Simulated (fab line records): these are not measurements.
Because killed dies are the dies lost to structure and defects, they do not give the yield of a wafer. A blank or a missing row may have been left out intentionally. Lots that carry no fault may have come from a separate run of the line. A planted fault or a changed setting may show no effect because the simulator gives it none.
Which tool did it? / flow ritCmos / 42 wafers from 14 lots sampled at 2 of the route's 202 steps

## WHAT EACH GAUGE READ, for each wafer
No reading from a measuring or inspecting step in the record can be judged against a usual standard deviation.

## WHAT TOOL EACH LOT RAN ON (gives the tool, then ch and the chambers of the sampled wafers, and finally the start)
lot=L154; RIT_M1_ANNEAL_15=furnace-02 ch 0, day 3 10:34; RIT_M1_PROBE_99=prober-01, day 3 12:11
lot=L155; RIT_M1_ANNEAL_15=furnace-02 ch 0, day 3 19:25; RIT_M1_PROBE_99=prober-02, day 3 21:02
lot=L156; RIT_M1_ANNEAL_15=furnace-02 ch 0, day 3 23:32; RIT_M1_PROBE_99=prober-01, day 4 01:12
lot=L157; RIT_M1_ANNEAL_15=furnace-02 ch 0, day 4 05:05; RIT_M1_PROBE_99=prober-02, day 4 06:42
lot=L158; RIT_M1_ANNEAL_15=furnace-02 ch 0, day 4 07:31; RIT_M1_PROBE_99=prober-01, day 4 09:08
lot=L159; RIT_M1_ANNEAL_15=furnace-02 ch 0, day 4 12:55; RIT_M1_PROBE_99=prober-02, day 4 14:32
lot=L160; RIT_M1_ANNEAL_15=furnace-02 ch 0, day 4 19:25; RIT_M1_PROBE_99=prober-01, day 4 21:02
lot=L161; RIT_M1_ANNEAL_15=furnace-02 ch 0, day 6 05:41; RIT_M1_PROBE_99=prober-01, day 6 07:18
lot=L162; RIT_M1_ANNEAL_15=furnace-02 ch 0, day 6 05:41; RIT_M1_PROBE_99=prober-01, day 6 07:39
lot=L163; RIT_M1_ANNEAL_15=furnace-02 ch 0, day 6 05:41; RIT_M1_PROBE_99=prober-01, day 6 08:12
lot=L169; RIT_M1_ANNEAL_15=furnace-02 ch 0, day 6 16:41; RIT_M1_PROBE_99=prober-01, day 6 18:19
lot=L171; RIT_M1_ANNEAL_15=furnace-02 ch 0, day 7 01:14; RIT_M1_PROBE_99=prober-01, day 7 03:00
lot=L172; RIT_M1_ANNEAL_15=furnace-02 ch 0, day 7 04:34; RIT_M1_PROBE_99=prober-01, day 7 06:17
lot=L173; RIT_M1_ANNEAL_15=furnace-02 ch 0, day 7 11:58; RIT_M1_PROBE_99=prober-02, day 7 13:35
- RIT_M1_ANNEAL_15: time 1800 s.
- RIT_M1_PROBE_99

## WHAT THE TOOLS THEMSELVES READ (means of the sampled wafers that have a number; where no wafer has one, the mark that the record gives instead)
RIT_M1_ANNEAL_15.
lot=L154; tool=furnace-02; spikeTcCentreC (C)=451.2; spikeTcLoadC (C)=466.2; spikeTcSourceC (C)=473.6; tubeCenterTempC (C)=450; tube_center_temp_C_max=451.18; zonePowerCentrePct (%)=21.18; zonePowerLoadPct (%)=6.42; zonePowerSourcePct (%)=8.18
lot=L155; tool=furnace-02; spikeTcCentreC (C)=451.6; spikeTcLoadC (C)=465.6; spikeTcSourceC (C)=475.4; tubeCenterTempC (C)=450; tube_center_temp_C_max=451.24; zonePowerCentrePct (%)=20.94; zonePowerLoadPct (%)=6.45; zonePowerSourcePct (%)=8.18
lot=L156; tool=furnace-02; spikeTcCentreC (C)=451.4; spikeTcLoadC (C)=465.6; spikeTcSourceC (C)=474.7; tubeCenterTempC (C)=450; tube_center_temp_C_max=451.12; zonePowerCentrePct (%)=21.23; zonePowerLoadPct (%)=6.47; zonePowerSourcePct (%)=8.09
lot=L157; tool=furnace-02; spikeTcCentreC (C)=451.5; spikeTcLoadC (C)=465.4; spikeTcSourceC (C)=475.0; tubeCenterTempC (C)=450; tube_center_temp_C_max=451.01; zonePowerCentrePct (%)=21.11; zonePowerLoadPct (%)=6.41; zonePowerSourcePct (%)=8.19
lot=L158; tool=furnace-02; spikeTcCentreC (C)=452.7; spikeTcLoadC (C)=466.0; spikeTcSourceC (C)=474.9; tubeCenterTempC (C)=450; tube_center_temp_C_max=451.06; zonePowerCentrePct (%)=21.27; zonePowerLoadPct (%)=6.36; zonePowerSourcePct (%)=8.19
lot=L159; tool=furnace-02; spikeTcCentreC (C)=451.4; spikeTcLoadC (C)=464.8; spikeTcSourceC (C)=474.3; tubeCenterTempC (C)=450; tube_center_temp_C_max=451.14; zonePowerCentrePct (%)=21.16; zonePowerLoadPct (%)=6.36; zonePowerSourcePct (%)=8.17
lot=L160; tool=furnace-02; spikeTcCentreC (C)=452.6; spikeTcLoadC (C)=465.4; spikeTcSourceC (C)=474.0; tubeCenterTempC (C)=450; tube_center_temp_C_max=451.17; zonePowerCentrePct (%)=21.01; zonePowerLoadPct (%)=6.37; zonePowerSourcePct (%)=8.24
lot=L161; tool=furnace-02; spikeTcCentreC (C)=451.1; spikeTcLoadC (C)=465.4; spikeTcSourceC (C)=474.2; tubeCenterTempC (C)=450; tube_center_temp_C_max=451.15; zonePowerCentrePct (%)=20.97; zonePowerLoadPct (%)=6.48; zonePowerSourcePct (%)=8.18
lot=L162; tool=furnace-02; spikeTcCentreC (C)=451.2; spikeTcLoadC (C)=466.1; spikeTcSourceC (C)=474.2; tubeCenterTempC (C)=450; tube_center_temp_C_max=451.28; zonePowerCentrePct (%)=21.10; zonePowerLoadPct (%)=6.40; zonePowerSourcePct (%)=8.17
lot=L163; tool=furnace-02; spikeTcCentreC (C)=451.6; spikeTcLoadC (C)=465.5; spikeTcSourceC (C)=474.1; tubeCenterTempC (C)=450; tube_center_temp_C_max=451.14; zonePowerCentrePct (%)=21.00; zonePowerLoadPct (%)=6.38; zonePowerSourcePct (%)=8.26
lot=L169; tool=furnace-02; spikeTcCentreC (C)=451.6; spikeTcLoadC (C)=465.5; spikeTcSourceC (C)=474.9; tubeCenterTempC (C)=450; tube_center_temp_C_max=451.13; zonePowerCentrePct (%)=21.33; zonePowerLoadPct (%)=6.39; zonePowerSourcePct (%)=8.16
lot=L171; tool=furnace-02; spikeTcCentreC (C)=341.5; spikeTcLoadC (C)=354.3; spikeTcSourceC (C)=363.2; tubeCenterTempC (C)=340; tube_center_temp_C_max=341.06; zonePowerCentrePct (%)=15.58; zonePowerLoadPct (%)=4.21; zonePowerSourcePct (%)=5.32
lot=L172; tool=furnace-02; spikeTcCentreC (C)=340.8; spikeTcLoadC (C)=354.2; spikeTcSourceC (C)=363.3; tubeCenterTempC (C)=340; tube_center_temp_C_max=341.15; zonePowerCentrePct (%)=15.49; zonePowerLoadPct (%)=4.15; zonePowerSourcePct (%)=5.40
lot=L173; tool=furnace-02; spikeTcCentreC (C)=342.1; spikeTcLoadC (C)=354.9; spikeTcSourceC (C)=361.9; tubeCenterTempC (C)=340; tube_center_temp_C_max=341.17; zonePowerCentrePct (%)=15.51; zonePowerLoadPct (%)=4.20; zonePowerSourcePct (%)=5.37

RIT_M1_PROBE_99.
lot=L154; tool=prober-01; defectLimitedYield (%)=98.4; killedAtContacts=0.0; killedAtFrontEnd=4.3; killedDies=4.3; killedOpen=2.7; killedShort=1.7; sort_bin_3_pad_short (%)=0.1; sort_bin_5_function (%)=1.0; sort_bin_6_memory (%)=0.5; sortNPass=259.7; sortYieldPct (%)=98.4
lot=L155; tool=prober-02; defectLimitedYield (%)=96.8; killedAtContacts=0.7; killedAtFrontEnd=7.7; killedDies=8.3; killedOpen=4.3; killedShort=4.0; sort_bin_3_pad_short (%)=0.5; sort_bin_5_function (%)=1.5; sort_bin_6_memory (%)=1.1; sortNPass=255.7; sortYieldPct (%)=96.8
lot=L156; tool=prober-01; defectLimitedYield (%)=97.1; killedAtContacts=0.3; killedAtFrontEnd=7.3; killedDies=7.7; killedOpen=4.7; killedShort=3.0; sort_bin_3_pad_short (%)=0.3; sort_bin_5_function (%)=1.9; sort_bin_6_memory (%)=0.8; sortNPass=256.3; sortYieldPct (%)=97.1
lot=L157; tool=prober-02; defectLimitedYield (%)=97.3; killedAtContacts=0.0; killedAtFrontEnd=7.0; killedDies=7.0; killedOpen=3.0; killedShort=4.0; sort_bin_3_pad_short (%)=0.1; sort_bin_5_function (%)=1.4; sort_bin_6_memory (%)=1.1; sortNPass=257.0; sortYieldPct (%)=97.3
lot=L158; tool=prober-01; defectLimitedYield (%)=97.4; killedAtContacts=0.0; killedAtFrontEnd=7.0; killedDies=7.0; killedOpen=3.3; killedShort=3.7; sort_bin_3_pad_short (%)=0.1; sort_bin_5_function (%)=1.4; sort_bin_6_memory (%)=1.2; sortNPass=257.0; sortYieldPct (%)=97.4
lot=L159; tool=prober-02; defectLimitedYield (%)=95.7; killedAtContacts=0.0; killedAtFrontEnd=11.3; killedDies=11.3; killedOpen=5.7; killedShort=5.7; sort_bin_3_pad_short (%)=0.3; sort_bin_5_function (%)=1.6; sort_bin_6_memory (%)=2.4; sortNPass=252.7; sortYieldPct (%)=95.7
lot=L160; tool=prober-01; defectLimitedYield (%)=97.9; killedAtContacts=0.0; killedAtFrontEnd=5.7; killedDies=5.7; killedOpen=3.0; killedShort=2.7; sort_bin_3_pad_short (%)=0.3; sort_bin_5_function (%)=1.3; sort_bin_6_memory (%)=0.6; sortNPass=258.3; sortYieldPct (%)=97.9
lot=L161; tool=prober-01; defectLimitedYield (%)=98.0; killedAtContacts=0.0; killedAtFrontEnd=5.3; killedDies=5.3; killedOpen=2.3; killedShort=3.0; sort_bin_3_pad_short (%)=0.0; sort_bin_5_function (%)=1.5; sort_bin_6_memory (%)=0.5; sortNPass=258.7; sortYieldPct (%)=98.0
lot=L162; tool=prober-01; defectLimitedYield (%)=97.8; killedAtContacts=0.0; killedAtFrontEnd=5.7; killedDies=5.7; killedOpen=2.7; killedShort=3.0; sort_bin_3_pad_short (%)=0.0; sort_bin_5_function (%)=1.0; sort_bin_6_memory (%)=1.1; sortNPass=258.3; sortYieldPct (%)=97.8
lot=L163; tool=prober-01; defectLimitedYield (%)=97.2; killedAtContacts=0.3; killedAtFrontEnd=7.0; killedDies=7.3; killedOpen=4.0; killedShort=3.3; sort_bin_3_pad_short (%)=0.4; sort_bin_5_function (%)=1.3; sort_bin_6_memory (%)=1.1; sortNPass=256.7; sortYieldPct (%)=97.2
lot=L169; tool=prober-01; defectLimitedYield (%)=97.3; killedAtContacts=0.0; killedAtFrontEnd=7.0; killedDies=7.0; killedOpen=3.0; killedShort=4.0; sort_bin_3_pad_short (%)=0.1; sort_bin_5_function (%)=1.2; sort_bin_6_memory (%)=1.4; sortNPass=257.0; sortYieldPct (%)=97.3
lot=L171; tool=prober-01; defectLimitedYield (%)=98.2; killedAtContacts=0.0; killedAtFrontEnd=4.7; killedDies=4.7; killedOpen=2.0; killedShort=2.7; sort_bin_3_pad_short (%)=0.0; sort_bin_5_function (%)=1.0; sort_bin_6_memory (%)=0.8; sortNPass=259.3; sortYieldPct (%)=98.2
lot=L172; tool=prober-01; defectLimitedYield (%)=97.2; killedAtContacts=0.0; killedAtFrontEnd=7.3; killedDies=7.3; killedOpen=4.0; killedShort=3.3; sort_bin_3_pad_short (%)=0.0; sort_bin_5_function (%)=1.5; sort_bin_6_memory (%)=1.3; sortNPass=256.7; sortYieldPct (%)=97.2
lot=L173; tool=prober-02; defectLimitedYield (%)=96.6; killedAtContacts=0.3; killedAtFrontEnd=8.7; killedDies=9.0; killedOpen=4.7; killedShort=4.3; sort_bin_3_pad_short (%)=0.0; sort_bin_5_function (%)=2.2; sort_bin_6_memory (%)=1.3; sortNPass=255.0; sortYieldPct (%)=96.6

## THE ANSWER, worked out from the rows above alone
Rule: the lots themselves supply what counts as usual. Put in order of their means at a reading, lots are off if they are a third of the lots or fewer, leave a main group of 4 or more, and stand apart from it by a gap of 3 or more times the standard deviation of the main group's means; of several such gaps the widest counts. If all means in a main group match to the digits the tables above print for the reading, that group is not used. A lot without any number at a reading at which 4 lots or more have one is off too. The other lots that the step has rows for count as sound. Order of review: gauges by route order, followed by the tools' own readings, for which a lot's mean as printed above is used. The first step at which some lot is off is used, and at that step the reading that is off furthest; a lot without a number counts as furthest.
Off: L171, L172, L173, at RIT_M1_ANNEAL_15 (tube_center_temp_C_max). The main group: mean 451.15, standard deviation 0.071.
A tool fits if, at that step or a process step before it, it ran every lot that is off, and no sound lot after the first of them. One fits: furnace-02 at RIT_M1_ANNEAL_15. A fault onset in the window from L169 (day 6 16:41, its last sound lot) to L171 (day 7 01:14, its first lot off) fits.
The tool's own readings at RIT_M1_ANNEAL_15 bear it out: on the lots that are off they differ by more than 5 times the standard deviation of the sound lots' means. spikeTcCentreC reads 341.5 C there against 451.6 C on the sound lots; spikeTcLoadC reads 354.5 C there against 465.6 C on the sound lots; spikeTcSourceC reads 362.8 C there against 474.5 C on the sound lots; tubeCenterTempC reads 340 C there against 450 C on the sound lots; tube_center_temp_C_max reads 341.13 there against 451.15 on the sound lots; zonePowerCentrePct reads 15.53 % there against 21.12 % on the sound lots; zonePowerLoadPct reads 4.19 % there against 6.41 % on the sound lots; zonePowerSourcePct reads 5.36 % there against 8.18 % on the sound lots.

## WHAT THE SIMULATOR HAD INSERTED
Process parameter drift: furnace-02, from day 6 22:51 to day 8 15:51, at RIT_M1_ANNEAL_15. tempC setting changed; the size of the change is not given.
Lots struck among those shown: L171, L172, L173. The rule given above showed the same thing.
